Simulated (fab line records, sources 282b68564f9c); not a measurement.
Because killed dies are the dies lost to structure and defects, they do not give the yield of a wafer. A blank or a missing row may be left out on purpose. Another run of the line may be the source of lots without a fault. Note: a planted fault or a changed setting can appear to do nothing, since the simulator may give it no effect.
fab line records ; flow rit_cmos
record: lots: 14; wafers: 42; last_day: 7
route steps=202 shown GATE@96 PLDD@159 SILICIDE@162 CONTACT@176 M1@202
lots that met no fault: taken from a fault-free run of the same line
start_h: the number of hours between the record's first day and the start of the first shown wafer of the lot ; wait_h: hours since the lot's step before ; " identical to the entry in the row above ; L1.1+2: several wafers, shown together as one row ; - no value, or no start given ; * or withheld: withheld ; < > ~ a bound
route shown NAME@n: a module of which the file shows steps, and the number in the route of the first ; usual: mean/standard deviation taken from wafers without a fault ; same: alike in all rows ; chamber/n: place in a boat ; sites: each site's reading ; _std_site: standard deviation of those values ; _edge_site: the outer-site mean with the inner-site mean subtracted ; radius_mm: for every site, how far away it sits from the centre of the wafer ; mask NAME#n: copy n ; behind: the tool/chamber that last shaped the wafer ; hold: cause of the lot's hold/its duration in hours/its outcome ; device: whichever transistor did not switch (one of n, p or np) ; end of line: tests of these same wafers at the route's end ; step lacking rows: just its recipe ; killed: count of dies lost to structure and defects at first sort (not the wafer's yield) ; map: dies across one wafer; x = killed, . = not, _ = none there
set.NAME: the setting that was run; set.NAME@STEP: the one run at that earlier step ; model.NAME: the simulator's own value behind a step, which no gauge read
steps of the route over a sample of lots; a table a step, a row a wafer
services: from which hour (start_h, from the record's first day; less than 0 if before it) a tool's chamber was out of use, for how many hours, and why
== steps ==
step: RIT_GATE_STRIP_20
recipe: chemistry: O2; time_s: 180; resist: NOVOLAK; platen_temp_c: withheld; power_w: 500; pressure_mtorr: 4000; o2_flow_sccm: 4000
usual: drypump_motor_current_A: 6.0/0.39
lot.wafer;tool;chamber;start_h;wait_h;drypump_motor_current_A;rf_hours_counter_h
L661.4;plasma_asher-03;0;43.10;0.1;6.5;-
L661.5;plasma_asher-03;1;43.10;0.1;5.6;-
L661.6;plasma_asher-03;0;43.10;0.1;6.5;-
L662.1;plasma_asher-04;0;45.43;0.1;6.1;40
L662.3;plasma_asher-04;0;45.43;0.1;6.0;-
L662.6;plasma_asher-04;0;45.43;0.1;6.0;-
L663.2;plasma_asher-03;1;56.68;0.1;5.6;39
L663.3;plasma_asher-03;0;56.68;0.1;6.5;-
L663.6;plasma_asher-03;1;56.68;0.1;5.6;-
L665.2;plasma_asher-03;0;61.83;0.1;6.5;39
L665.5;plasma_asher-03;0;61.83;0.1;6.5;-
L665.6;plasma_asher-03;1;61.83;0.1;5.6;-
L667.2;plasma_asher-03;0;69.53;0.1;6.5;40
L667.3;plasma_asher-03;1;69.53;0.1;5.6;-
L667.6;plasma_asher-03;0;69.53;0.1;6.5;-
L666.2;plasma_asher-02;1;70.05;0.1;6.4;28
L666.3;plasma_asher-02;1;70.05;0.1;6.4;-
L666.4;plasma_asher-02;0;70.05;0.1;6.1;-
L668.3;plasma_asher-04;1;72.90;0.1;5.4;-
L668.4;plasma_asher-04;0;72.90;0.1;6.1;-
L668.5;plasma_asher-04;0;72.90;0.1;6.0;-
L669.2;plasma_asher-02;0;76.92;0.1;6.1;29
L669.4;plasma_asher-02;0;76.92;0.1;6.1;-
L669.6;plasma_asher-02;1;76.92;0.1;6.4;-
L673.1;plasma_asher-03;0;99.52;0.1;6.4;44
L673.2;plasma_asher-03;1;99.52;0.1;5.6;44
L673.6;plasma_asher-03;1;99.52;0.1;5.6;-
L676.3;plasma_asher-03;0;112.98;0.1;6.4;-
L676.4;plasma_asher-03;1;112.98;0.1;5.6;-
L676.6;plasma_asher-03;0;112.98;0.1;6.4;-
L678.1;plasma_asher-04;1;124.41;0.1;5.4;1
L678.3;plasma_asher-04;1;124.41;0.1;5.4;-
L678.4;plasma_asher-04;0;124.41;0.1;6.1;-
L681.1;plasma_asher-02;0;138.36;0.1;6.1;37
L681.3;plasma_asher-02;0;138.36;0.1;6.1;-
L681.6;plasma_asher-02;0;138.36;0.1;6.1;-
L683.2;plasma_asher-03;1;151.80;0.1;5.6;50
L683.4;plasma_asher-03;1;151.80;0.1;5.6;-
L683.6;plasma_asher-03;1;151.80;0.1;5.6;-
L684.1;plasma_asher-02;0;153.35;0.1;6.1;38
L684.4;plasma_asher-02;0;153.35;0.1;6.1;-
L684.6;plasma_asher-02;0;153.35;0.1;6.1;-
step: RIT_SDANNEAL_RS_MEAS_06
recipe: thk_meas_gauge: four-point-probe
usual: PLDD_RS: 178.8/0.53
lot.wafer;tool;chamber;start_h;wait_h;PLDD_RS[ohm/sq]
L661.4;film_metro-04;-;55.46;0.1;178.1
L661.5;film_metro-04;-;55.46;0.1;178.4
L661.6;film_metro-04;-;55.46;0.1;179.1
L662.1;film_metro-01;-;61.02;0.1;179.6
L662.3;film_metro-01;-;61.02;0.1;178.9
L662.6;film_metro-01;-;61.02;0.1;179.8
L663.2;film_metro-04;-;71.09;0.1;178.1
L663.3;film_metro-04;-;71.09;0.1;178.6
L663.6;film_metro-04;-;71.09;0.1;178.7
L665.2;film_metro-01;-;74.49;0.1;179.4
L665.5;film_metro-01;-;74.49;0.1;179.4
L665.6;film_metro-01;-;74.49;0.1;179.8
L667.2;film_metro-02;-;83.04;0.1;179.6
L667.3;film_metro-02;-;83.04;0.1;178.9
L667.6;film_metro-02;-;83.04;0.1;179.1
L666.2;film_metro-04;-;84.82;0.1;178.0
L666.3;film_metro-04;-;84.82;0.1;178.7
L666.4;film_metro-04;-;84.82;0.1;177.9
L668.3;film_metro-02;-;88.37;0.1;178.8
L668.4;film_metro-02;-;88.37;0.1;179.5
L668.5;film_metro-02;-;88.37;0.1;179.0
L669.2;film_metro-02;-;91.40;0.1;178.8
L669.4;film_metro-02;-;91.40;0.1;179.4
L669.6;film_metro-02;-;91.40;0.1;179.4
L673.1;film_metro-04;-;113.86;0.1;177.9
L673.2;film_metro-04;-;113.86;0.1;178.1
L673.6;film_metro-04;-;113.86;0.1;177.9
L676.3;film_metro-02;-;125.38;0.1;178.3
L676.4;film_metro-02;-;125.38;0.1;178.0
L676.6;film_metro-02;-;125.38;0.1;178.4
L678.1;film_metro-02;-;138.22;0.1;178.9
L678.3;film_metro-02;-;138.22;0.1;178.4
L678.4;film_metro-02;-;138.22;0.1;178.3
L681.1;film_metro-04;-;151.53;0.1;179.0
L681.3;film_metro-04;-;151.53;0.1;178.9
L681.6;film_metro-04;-;151.53;0.1;178.5
L683.2;film_metro-04;-;165.44;0.1;179.5
L683.4;film_metro-04;-;165.44;0.1;179.5
L683.6;film_metro-04;-;165.44;0.1;179.8
L684.1;film_metro-02;-;166.62;0.1;179.3
L684.4;film_metro-02;-;166.62;0.1;179.1
L684.6;film_metro-02;-;166.62;0.1;179.2
step: RIT_SILICIDE_SPUTTER_01
recipe: material: Ti; target_thk_nm: 30; power_w: 350; chamber_pressure_pa: 0.667; gas: Ar; time_s: 240; substrate_temp_c: 25
usual: throttle_valve_pct: 29.3/1.3
lot.wafer;tool;chamber;start_h;wait_h;throttle_valve_pct
L661.4;pvd_sputter-02;-;55.65;0.0;29.3
L661.5;pvd_sputter-02;-;55.65;0.0;29.7
L661.6;pvd_sputter-02;-;55.65;0.0;30.9
L662.1;pvd_sputter-01;-;61.28;0.0;27.2
L662.3;pvd_sputter-01;-;61.28;0.0;28.4
L662.6;pvd_sputter-01;-;61.28;0.0;28.6
L663.2;pvd_sputter-01;-;71.32;0.0;28.6
L663.3;pvd_sputter-01;-;71.32;0.0;27.1
L663.6;pvd_sputter-01;-;71.32;0.0;27.8
L665.2;pvd_sputter-04;-;74.73;0.0;30.5
L665.5;pvd_sputter-04;-;74.73;0.0;30.2
L665.6;pvd_sputter-04;-;74.73;0.0;30.9
L667.2;pvd_sputter-01;-;83.27;0.0;29.3
L667.3;pvd_sputter-01;-;83.27;0.0;28.5
L667.6;pvd_sputter-01;-;83.27;0.0;27.1
L666.2;pvd_sputter-02;-;85.05;0.0;31.3
L666.3;pvd_sputter-02;-;85.05;0.0;31.1
L666.4;pvd_sputter-02;-;85.05;0.0;29.6
L668.3;pvd_sputter-01;-;88.58;0.0;27.8
L668.4;pvd_sputter-01;-;88.58;0.0;29.4
L668.5;pvd_sputter-01;-;88.58;0.0;28.0
L669.2;pvd_sputter-02;-;91.64;0.0;29.8
L669.4;pvd_sputter-02;-;91.64;0.0;29.4
L669.6;pvd_sputter-02;-;91.64;0.0;30.9
L673.1;pvd_sputter-04;-;114.11;0.0;29.5
L673.2;pvd_sputter-04;-;114.11;0.0;31.2
L673.6;pvd_sputter-04;-;114.11;0.0;29.9
L676.3;pvd_sputter-04;-;125.60;0.0;30.2
L676.4;pvd_sputter-04;-;125.60;0.0;31.2
L676.6;pvd_sputter-04;-;125.60;0.0;30.5
L678.1;pvd_sputter-04;-;138.48;0.0;29.8
L678.3;pvd_sputter-04;-;138.48;0.0;30.0
L678.4;pvd_sputter-04;-;138.48;0.0;30.6
L681.1;pvd_sputter-01;-;151.78;0.0;28.3
L681.3;pvd_sputter-01;-;151.78;0.0;27.3
L681.6;pvd_sputter-01;-;151.78;0.0;28.1
L683.2;pvd_sputter-01;-;165.67;0.0;27.2
L683.4;pvd_sputter-01;-;165.67;0.0;29.4
L683.6;pvd_sputter-01;-;165.67;0.0;28.2
L684.1;pvd_sputter-02;-;166.87;0.0;29.5
L684.4;pvd_sputter-02;-;166.87;0.0;29.9
L684.6;pvd_sputter-02;-;166.87;0.0;29.4
step: RIT_SILICIDE_RS_MEAS_02
recipe: thk_meas_gauge: four-point-probe; reads: Ti_of_SILICIDE_SPUTTER_01
usual: SILICIDE_TI_RS: 47.7/0.82
lot.wafer;tool;chamber;start_h;wait_h;SILICIDE_TI_RS[ohm/sq]
L661.4;film_metro-01;-;55.86;0.1;47.0
L661.5;film_metro-01;-;55.86;0.1;47.4
L661.6;film_metro-01;-;55.86;0.1;46.4
L662.1;film_metro-02;-;61.43;0.1;46.5
L662.3;film_metro-02;-;61.43;0.1;47.4
L662.6;film_metro-02;-;61.43;0.1;47.0
L663.2;film_metro-01;-;71.49;0.1;48.0
L663.3;film_metro-01;-;71.49;0.1;47.8
L663.6;film_metro-01;-;71.49;0.1;47.5
L665.2;film_metro-02;-;74.90;0.1;47.3
L665.5;film_metro-02;-;74.90;0.1;49.2
L665.6;film_metro-02;-;74.90;0.1;47.5
L667.2;film_metro-03;-;83.44;0.1;49.1
L667.3;film_metro-03;-;83.44;0.1;49.2
L667.6;film_metro-03;-;83.44;0.1;49.0
L666.2;film_metro-02;-;85.22;0.1;47.4
L666.3;film_metro-02;-;85.22;0.1;47.5
L666.4;film_metro-02;-;85.22;0.1;48.5
L668.3;film_metro-03;-;88.77;0.1;46.8
L668.4;film_metro-03;-;88.77;0.1;48.0
L668.5;film_metro-03;-;88.77;0.1;46.7
L669.2;film_metro-03;-;91.81;0.1;47.7
L669.4;film_metro-03;-;91.81;0.1;48.4
L669.6;film_metro-03;-;91.81;0.1;46.8
L673.1;film_metro-01;-;114.26;0.1;48.6
L673.2;film_metro-01;-;114.26;0.1;48.3
L673.6;film_metro-01;-;114.26;0.1;48.6
L676.3;film_metro-03;-;125.79;0.1;54.1
L676.4;film_metro-03;-;125.79;0.1;55.4
L676.6;film_metro-03;-;125.79;0.1;54.9
L678.1;film_metro-02;-;138.63;0.1;58.0
L678.3;film_metro-02;-;138.63;0.1;59.2
L678.4;film_metro-02;-;138.63;0.1;56.6
L681.1;film_metro-02;-;151.93;0.1;47.4
L681.3;film_metro-02;-;151.93;0.1;47.5
L681.6;film_metro-02;-;151.93;0.1;46.7
L683.2;film_metro-01;-;165.84;0.1;48.5
L683.4;film_metro-01;-;165.84;0.1;48.6
L683.6;film_metro-01;-;165.84;0.1;48.5
L684.1;film_metro-01;-;167.02;0.1;49.2
L684.4;film_metro-01;-;167.02;0.1;47.2
L684.6;film_metro-01;-;167.02;0.1;48.6
step: RIT_SILICIDE_THK_MEAS_03
recipe: thk_meas_gauge: xrf; reads: Ti_of_SILICIDE_SPUTTER_01
usual: SILICIDE_TI_THK: 30.3/0.42
lot.wafer;tool;chamber;start_h;wait_h;SILICIDE_TI_THK[nm]
L661.4;film_metro-01;-;55.95;0.1;30.6
L661.5;film_metro-01;-;55.95;0.1;30.5
L661.6;film_metro-01;-;55.95;0.1;31.0
L662.1;film_metro-02;-;61.55;0.1;31.1
L662.3;film_metro-02;-;61.55;0.1;30.6
L662.6;film_metro-02;-;61.55;0.1;30.7
L663.2;film_metro-01;-;71.60;0.1;30.3
L663.3;film_metro-01;-;71.60;0.1;30.4
L663.6;film_metro-01;-;71.60;0.1;30.4
L665.2;film_metro-02;-;75.01;0.1;30.4
L665.5;film_metro-02;-;75.01;0.1;29.4
L665.6;film_metro-02;-;75.01;0.1;30.4
L667.2;film_metro-03;-;83.55;0.1;29.5
L667.3;film_metro-03;-;83.55;0.1;29.5
L667.6;film_metro-03;-;83.55;0.1;29.6
L666.2;film_metro-02;-;85.33;0.1;30.4
L666.3;film_metro-02;-;85.33;0.1;30.3
L666.4;film_metro-02;-;85.33;0.1;29.9
L668.3;film_metro-03;-;88.87;0.1;30.9
L668.4;film_metro-03;-;88.87;0.1;30.0
L668.5;film_metro-03;-;88.87;0.1;30.7
L669.2;film_metro-03;-;91.92;0.1;30.2
L669.4;film_metro-03;-;91.92;0.1;29.8
L669.6;film_metro-03;-;91.92;0.1;30.7
L673.1;film_metro-01;-;114.38;0.1;30.0
L673.2;film_metro-01;-;114.38;0.1;30.2
L673.6;film_metro-01;-;114.38;0.1;30.1
L676.3;film_metro-03;-;125.89;0.1;27.9
L676.4;film_metro-03;-;125.89;0.1;27.3
L676.6;film_metro-03;-;125.89;0.1;27.5
L678.1;film_metro-02;-;138.75;0.1;26.5
L678.3;film_metro-02;-;138.75;0.1;26.1
L678.4;film_metro-02;-;138.75;0.1;27.0
L681.1;film_metro-02;-;152.05;0.1;30.5
L681.3;film_metro-02;-;152.05;0.1;30.5
L681.6;film_metro-02;-;152.05;0.1;30.8
L683.2;film_metro-01;-;165.95;0.1;30.2
L683.4;film_metro-01;-;165.95;0.1;30.1
L683.6;film_metro-01;-;165.95;0.1;29.9
L684.1;film_metro-01;-;167.14;0.1;29.7
L684.4;film_metro-01;-;167.14;0.1;30.6
L684.6;film_metro-01;-;167.14;0.1;30.0
step: RIT_CONTACT_CD_MEAS_08
recipe: target_cd_nm: 1000
usual: cd_nm: 999.5/2
lot.wafer;tool;chamber;start_h;wait_h;cd_nm
L661.4;cd_sem-01;-;57.42;-;1000.6
L661.5;cd_sem-01;-;57.42;-;1000.2
L661.6;cd_sem-01;-;57.42;-;998.5
L662.1;cd_sem-02;-;63.10;-;998.2
L662.3;cd_sem-02;-;63.10;-;999.1
L662.6;cd_sem-02;-;63.10;-;1000.1
L663.2;cd_sem-02;-;72.93;-;994.8
L663.3;cd_sem-02;-;72.93;-;996.2
L663.6;cd_sem-02;-;72.93;-;996.1
L665.2;cd_sem-01;-;76.54;-;1000.5
L665.5;cd_sem-01;-;76.54;-;1001.4
L665.6;cd_sem-01;-;76.54;-;1000.4
L667.2;cd_sem-02;-;84.88;-;1001.5
L667.3;cd_sem-02;-;84.88;-;999.7
L667.6;cd_sem-02;-;84.88;-;1002.8
L666.2;cd_sem-02;-;86.77;-;997.6
L666.3;cd_sem-02;-;86.77;-;999.2
L666.4;cd_sem-02;-;86.77;-;999.0
L668.3;cd_sem-01;-;90.21;-;999.6
L668.4;cd_sem-01;-;90.21;-;998.9
L668.5;cd_sem-01;-;90.21;-;997.7
L669.2;cd_sem-01;-;93.56;-;997.3
L669.4;cd_sem-01;-;93.56;-;996.5
L669.6;cd_sem-01;-;93.56;-;996.4
L673.1;cd_sem-02;-;115.95;-;1001.7
L673.2;cd_sem-02;-;115.95;-;1000.0
L673.6;cd_sem-02;-;115.95;-;999.6
L676.3;cd_sem-02;-;127.22;-;999.0
L676.4;cd_sem-02;-;127.22;-;998.9
L676.6;cd_sem-02;-;127.22;-;998.2
L678.1;cd_sem-02;-;140.21;-;997.9
L678.3;cd_sem-02;-;140.21;-;995.8
L678.4;cd_sem-02;-;140.21;-;997.3
L681.1;cd_sem-01;-;153.43;-;1002.1
L681.3;cd_sem-01;-;153.43;-;1000.7
L681.6;cd_sem-01;-;153.43;-;1003.5
L683.2;cd_sem-01;-;167.34;-;997.4
L683.4;cd_sem-01;-;167.34;-;997.0
L683.6;cd_sem-01;-;167.34;-;999.1
L684.1;cd_sem-01;-;168.65;-;999.5
L684.4;cd_sem-01;-;168.65;-;1000.7
L684.6;cd_sem-01;-;168.65;-;997.1
step: RIT_M1_PROBE_99
usual: killed_at_contacts: 0.1/0.25; killed_at_front_end: 8/3.3; killed_dies: 8/3.3; killed_open: 3.9/2.1; killed_short: 3.8/2.2
same: gross_dies: 264; killed_at_M0_to_M3: 0; killed_at_M4_up: 0; killed_at_back_side: 0; killed_at_other: 0
lot.wafer;tool;chamber;start_h;wait_h;killed_at_contacts;killed_at_front_end;killed_dies;killed_open;killed_short
L661.4;prober-01;-;63.67;0.2;0;9;9;2;7
L661.5;prober-01;-;63.72;0.2;0;8;8;6;2
L661.6;prober-01;-;63.77;0.2;0;9;9;7;2
L662.1;prober-02;-;68.39;0.1;0;14;14;7;7
L662.3;prober-02;-;68.49;0.2;0;9;9;3;6
L662.6;prober-02;-;68.64;0.2;0;3;3;0;3
L663.2;prober-02;-;79.51;0.1;0;6;6;5;1
L663.3;prober-02;-;79.56;0.2;0;8;8;4;4
L663.6;prober-02;-;79.71;0.2;0;9;9;4;5
L665.2;prober-02;-;81.73;0.1;0;9;9;5;4
L665.5;prober-02;-;81.88;0.2;0;13;13;7;6
L665.6;prober-02;-;81.93;0.2;0;17;17;7;10
L667.2;prober-01;-;91.97;0.1;0;14;14;5;9
L667.3;prober-01;-;92.02;0.2;0;14;14;7;7
L667.6;prober-01;-;92.17;0.2;1;10;11;7;4
L666.2;prober-02;-;92.59;0.1;0;3;3;2;1
L666.3;prober-02;-;92.64;0.2;0;9;9;7;2
L666.4;prober-02;-;92.69;0.2;0;5;5;2;3
L668.3;prober-01;-;96.04;0.2;0;6;6;5;1
L668.4;prober-01;-;96.09;0.2;0;3;3;2;1
L668.5;prober-01;-;96.14;0.2;0;5;5;5;0
L669.2;prober-02;-;98.75;0.1;0;8;8;3;5
L669.4;prober-02;-;98.85;0.2;0;3;3;1;2
L669.6;prober-02;-;98.95;0.2;0;11;11;7;4
L673.1;prober-02;-;121.49;0.1;0;7;7;3;4
L673.2;prober-02;-;121.54;0.1;0;4;4;2;2
L673.6;prober-02;-;121.74;0.2;0;9;9;3;6
L676.3;prober-01;-;132.74;0.2;1;7;8;3;5
L676.4;prober-01;-;132.79;0.2;0;5;5;1;4
L676.6;prober-01;-;132.89;0.2;0;9;9;4;5
L678.1;prober-01;-;145.96;0.1;0;4;4;1;3
L678.3;prober-01;-;146.06;0.2;0;10;10;8;2
L678.4;prober-01;-;146.11;0.2;0;15;15;9;6
L681.1;prober-02;-;158.80;0.1;0;6;6;6;0
L681.3;prober-02;-;158.90;0.2;0;13;13;4;9
L681.6;prober-02;-;159.05;0.2;0;3;3;3;0
L683.2;prober-02;-;173.79;0.1;0;10;10;3;6
L683.4;prober-02;-;173.89;0.2;0;11;11;5;6
L683.6;prober-02;-;173.99;0.2;0;10;10;4;6
L684.1;prober-01;-;175.24;0.1;0;1;1;1;0
L684.4;prober-01;-;175.39;0.2;0;7;7;5;2
L684.6;prober-01;-;175.49;0.2;0;7;7;4;2
killed by level:class
L661.4 SILICIDE:geometric_particle:short=3 REOX:geometric_particle:short=2 FOX2:geometric_particle:short=1 GATE:geometric_particle:open=1 GATE:geometric_particle:short=1 SPACER:geometric_particle:open=1
L661.5 GATE:geometric_particle:open=3 SPACER:geometric_particle:short=2 REOX:geometric_particle:open=1 SPACER:geometric_particle:open=1 SILICIDE:geometric_particle:open=1
L661.6 SILICIDE:geometric_particle:open=3 FOX1:geometric_particle:open=2 REOX:geometric_particle:open=1 REOX:geometric_particle:short=1 SPACER:geometric_particle:open=1 SILICIDE:geometric_particle:short=1
L662.1 GATE:geometric_particle:open=4 GATE:geometric_particle:short=3 FOX2:geometric_particle:open=2 FOX1:geometric_particle:short=1 FOX2:geometric_particle:short=1 REOX:geometric_particle:short=1 REOX:geometric_particle:open=1 SILICIDE:geometric_particle:short=1
L662.3 FOX2:geometric_particle:short=2 GATE:geometric_particle:open=2 FOX1:geometric_particle:short=1 GATE:geometric_particle:short=1 SPACER:geometric_particle:short=1 SILICIDE:geometric_particle:short=1 SILICIDE:geometric_particle:open=1
L662.6 GATE:geometric_particle:short=3
L663.2 GATE:geometric_particle:open=2 SILICIDE:geometric_particle:open=2 FOX1:geometric_particle:open=1 GATE:geometric_particle:short=1
L663.3 FOX1:geometric_particle:short=2 GATE:geometric_particle:short=2 FOX1:geometric_particle:open=1 FOX2:geometric_particle:open=1 GATE:geometric_particle:open=1 REOX:geometric_particle:open=1
L663.6 GATE:geometric_particle:short=3 GATE:geometric_particle:open=2 SILICIDE:geometric_particle:open=2 FOX1:geometric_particle:short=1 REOX:geometric_particle:short=1
L665.2 GATE:geometric_particle:open=3 GATE:geometric_particle:short=2 FOX2:geometric_particle:short=1 FOX2:geometric_particle:open=1 SPACER:geometric_particle:short=1 SILICIDE:geometric_particle:open=1
L665.5 GATE:geometric_particle:short=4 GATE:geometric_particle:open=3 SPACER:geometric_particle:open=3 FOX1:geometric_particle:open=1 FOX1:geometric_particle:short=1 SILICIDE:geometric_particle:short=1
L665.6 GATE:geometric_particle:short=5 FOX1:geometric_particle:short=3 GATE:geometric_particle:open=3 SPACER:geometric_particle:open=3 SILICIDE:geometric_particle:short=2 SILICIDE:geometric_particle:open=1
L667.2 GATE:geometric_particle:short=5 GATE:geometric_particle:open=3 FOX1:geometric_particle:short=2 REOX:geometric_particle:open=2 REOX:geometric_particle:short=1 SPACER:geometric_particle:short=1
L667.3 GATE:geometric_particle:open=3 REOX:geometric_particle:open=3 FOX1:geometric_particle:short=2 REOX:geometric_particle:short=2 ACTIVE:geometric_particle:short=1 FOX1:geometric_particle:open=1 GATE:geometric_particle:short=1 SILICIDE:geometric_particle:short=1
L667.6 SILICIDE:geometric_particle:open=3 FOX1:geometric_particle:short=2 FOX1:geometric_particle:open=2 GATE:geometric_particle:open=2 REOX:geometric_particle:short=1 CONTACT:geometric_particle:short=1
L666.2 FOX1:geometric_particle:open=1 REOX:geometric_particle:short=1 SPACER:geometric_particle:open=1
L666.3 GATE:geometric_particle:open=5 SILICIDE:geometric_particle:short=2 SILICIDE:geometric_particle:open=2
L666.4 SPACER:geometric_particle:short=2 GATE:geometric_particle:short=1 GATE:geometric_particle:open=1 SILICIDE:geometric_particle:open=1
L668.3 GATE:geometric_particle:open=2 FOX1:geometric_particle:short=1 FOX1:geometric_particle:open=1 REOX:geometric_particle:open=1 SPACER:geometric_particle:open=1
L668.4 GATE:geometric_particle:open=1 SPACER:geometric_particle:short=1 SPACER:geometric_particle:open=1
L668.5 GATE:geometric_particle:open=2 FOX2:geometric_particle:open=1 REOX:geometric_particle:open=1 SILICIDE:geometric_particle:open=1
L669.2 SPACER:geometric_particle:short=2 FOX1:geometric_particle:short=1 FOX1:geometric_particle:open=1 FOX2:geometric_particle:open=1 GATE:geometric_particle:open=1 GATE:geometric_particle:short=1 REOX:geometric_particle:short=1
L669.4 FOX1:geometric_particle:short=1 GATE:geometric_particle:short=1 SPACER:geometric_particle:open=1
L669.6 FOX1:geometric_particle:open=3 GATE:geometric_particle:open=2 REOX:geometric_particle:open=2 FOX1:geometric_particle:short=1 GATE:geometric_particle:short=1 REOX:geometric_particle:short=1 SPACER:geometric_particle:short=1
L673.1 GATE:geometric_particle:open=2 SILICIDE:geometric_particle:short=2 GATE:geometric_particle:short=1 SPACER:geometric_particle:open=1 SPACER:geometric_particle:short=1
L673.2 REOX:geometric_particle:short=2 FOX2:geometric_particle:open=1 REOX:geometric_particle:open=1
L673.6 FOX2:geometric_particle:short=4 SILICIDE:geometric_particle:open=2 FOX1:geometric_particle:open=1 GATE:geometric_particle:short=1 SILICIDE:geometric_particle:short=1
L676.3 REOX:geometric_particle:short=2 FOX1:geometric_particle:short=1 REOX:geometric_particle:open=1 SPACER:geometric_particle:open=1 SPACER:geometric_particle:short=1 SILICIDE:geometric_particle:short=1 CONTACT:geometric_particle:open=1
L676.4 SPACER:geometric_particle:short=2 SILICIDE:geometric_particle:short=2 SILICIDE:geometric_particle:open=1
L676.6 REOX:geometric_particle:open=2 SPACER:geometric_particle:short=2 FOX1:geometric_particle:open=1 FOX1:geometric_particle:short=1 FOX2:geometric_particle:short=1 SPACER:geometric_particle:open=1 SILICIDE:geometric_particle:short=1
L678.1 GATE:geometric_particle:short=2 REOX:geometric_particle:short=1 REOX:geometric_particle:open=1
L678.3 GATE:geometric_particle:open=4 SPACER:geometric_particle:open=3 GATE:geometric_particle:short=1 REOX:geometric_particle:open=1 SPACER:geometric_particle:short=1
L678.4 GATE:geometric_particle:open=7 GATE:geometric_particle:short=3 SPACER:geometric_particle:short=2 SILICIDE:geometric_particle:open=2 REOX:geometric_particle:short=1
L681.1 GATE:geometric_particle:open=4 REOX:geometric_particle:open=1 SPACER:geometric_particle:open=1
L681.3 GATE:geometric_particle:short=5 GATE:geometric_particle:open=2 SILICIDE:geometric_particle:short=2 FOX1:geometric_particle:short=1 FOX2:geometric_particle:open=1 SPACER:geometric_particle:short=1 SILICIDE:geometric_particle:open=1
L681.6 GATE:geometric_particle:open=2 REOX:geometric_particle:open=1
L683.2 GATE:geometric_particle:short=4 REOX:geometric_particle:short=2 GATE:geometric_particle:open=1 REOX:geometric_particle:open=1 SPACER:geometric_particle:open=1 PWELL:coat_microbubble_printed=1
L683.4 GATE:geometric_particle:short=3 FOX1:geometric_particle:open=2 FOX2:geometric_particle:short=2 FOX1:geometric_particle:short=1 FOX2:geometric_particle:open=1 GATE:geometric_particle:open=1 SILICIDE:geometric_particle:open=1
L683.6 GATE:geometric_particle:short=2 GATE:geometric_particle:open=2 SILICIDE:geometric_particle:short=2 FOX1:geometric_particle:open=1 FOX2:geometric_particle:short=1 SPACER:geometric_particle:short=1 SILICIDE:geometric_particle:open=1
L684.1 GATE:geometric_particle:open=1
L684.4 GATE:geometric_particle:open=3 FOX1:geometric_particle:open=1 FOX2:geometric_particle:short=1 GATE:geometric_particle:short=1 REOX:geometric_particle:open=1
L684.6 FOX1:geometric_particle:short=2 FOX1:geometric_particle:open=2 GATE:geometric_particle:open=2 GATE:coat_microbubble_printed=1
== services ==
tool;chamber;start_h;hours;kind
plasma_asher-04;-;20.89;2.8;pm
pvd_sputter-01;-;83.83;0.6;repair
plasma_asher-03;-;99.70;4.1;repair
plasma_asher-04;-;108.75;9.0;pm
plasma_asher-04;0;108.75;9.0;vent_cycle
plasma_asher-04;1;108.75;9.0;vent_cycle
plasma_asher-04;0;117.75;-;clean
plasma_asher-04;1;117.75;-;clean
pvd_sputter-01;-;132.38;3.9;repair
== key ==
first_sign: step: RIT_SILICIDE_RS_MEAS_02; reading: SILICIDE_TI_RS; direction: up; sigmas: 10; usual: 47.7; struck: 56.4
effect: step: RIT_SILICIDE_THK_MEAS_03; reading: SILICIDE_TI_THK; direction: down; sigmas: 7.8; usual: 30.3; struck: 27.0
met_at RIT_SILICIDE_SPUTTER_01
struck_lots L676,L678
tester_left_out L676,L678
loop_trim: step: RIT_GATE_EXPOSE_13; setting: dose; lots: L676
not_acting_at RIT_GATE_STRIP_20,RIT_SDANNEAL_RS_MEAS_06,RIT_CONTACT_CD_MEAS_08
onset_between 114.11 125.60
fault: kind: site_profile_drift; tool: pvd_sputter-04; chamber: -; onset_h: 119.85; steps: RIT_SILICIDE_SPUTTER_01; basis: fraction; max_abs_drift: 0.23393; slope_share_per_hr: 116.96; site_pattern: 0,0,0,0,0,-1,-1,-1,-1
tester_left_out: of these lots the tester's yield and bins aren't shown, on N5 and GAA mostly nor the transistor test; their killed dies are dies lost to structure and defects alone, not to doping, threshold or leakage, so they don't give the yield
loop_trim: a control loop set the setting to another value than it would have without faults
